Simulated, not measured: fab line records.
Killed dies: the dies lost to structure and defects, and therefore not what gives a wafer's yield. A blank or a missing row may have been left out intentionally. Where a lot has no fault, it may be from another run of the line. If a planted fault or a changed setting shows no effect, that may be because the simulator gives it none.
Which tool is to blame? :: flow rit-cmos :: 21 wafers from 7 lots sampled at 2 of the route's 202 steps

## WHAT THE GAUGES SHOWED, per wafer
RIT_NLDD_TW_MEAS_10.
lot: L378
measured: day 3 05:41
on: film-metro-02
NLDD_TW: 2541 2535 2534

lot: L381
measured: day 3 22:29
on: film-metro-01
NLDD_TW: 2466 2487 2485

lot: L385
measured: day 4 11:36
on: film-metro-01
NLDD_TW: 2490 2490 2487

lot: L391
measured: day 5 15:22
on: film-metro-02
NLDD_TW: 2375 2374 2360

lot: L394
measured: day 6 08:05
on: film-metro-02
NLDD_TW: 2539 2535 2538

lot: L398
measured: day 7 01:59
on: film-metro-02
NLDD_TW: 2538 2534 2543

lot: L400
measured: day 7 12:29
on: film-metro-01
NLDD_TW: 2496 2507 2495

## WHICH TOOL RAN EACH LOT (tool, then ch and the chambers of the sampled wafers, then the start)
lot: L378
RIT_NLDD_IMPLANT_08: implanter-03 ch 0, day 3 05:24

lot: L381
RIT_NLDD_IMPLANT_08: implanter-02 ch 0, day 3 22:09

lot: L385
RIT_NLDD_IMPLANT_08: implanter-03 ch 0, day 4 11:17

lot: L391
RIT_NLDD_IMPLANT_08: implanter-02 ch 0, day 5 15:02

lot: L394
RIT_NLDD_IMPLANT_08: implanter-04 ch 0, day 6 07:48

lot: L398
RIT_NLDD_IMPLANT_08: implanter-03 ch 0, day 7 01:39

lot: L400
RIT_NLDD_IMPLANT_08: implanter-04 ch 0, day 7 12:10
- RIT_NLDD_IMPLANT_08

## THE ANSWER, worked out from the rows above alone
Rule: the usual values come from the lots themselves. Put in order of their means at a reading, lots are off if they are a third of the lots or fewer, leave a main group of 4 or more, and stand apart from it by a gap of 3 or more times the standard deviation of the main group's means; of several such gaps the widest counts. A main group whose means are all the same, to the digits that the tables above print for the reading, isn't used. Also off: a lot with no number at a reading for which 4 or more lots have one. Where the step has rows for the other lots, those lots are counted as sound.
Off: L391, seen at RIT_NLDD_TW_MEAS_10 (NLDD_TW). The main group has a mean of 2513 with a standard deviation of 25.
If a tool, at a process step before that reading, ran all the lots that are off and no sound lot after the first of them, it fits. The gauges at RIT_NLDD_TW_MEAS_10 are tried like those tools. One candidate fits, namely implanter-02 at RIT_NLDD_IMPLANT_08. Its last sound lot is L381 (day 3 22:09), its first lot that is off L391 (day 5 15:02): a fault that began between those two fits.

## WHAT THE SIMULATOR HAD PUT IN
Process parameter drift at RIT_NLDD_IMPLANT_08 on implanter-02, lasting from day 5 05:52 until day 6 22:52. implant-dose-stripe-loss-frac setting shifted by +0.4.
Shown lots that were struck: L391. The rule above reached the same finding.
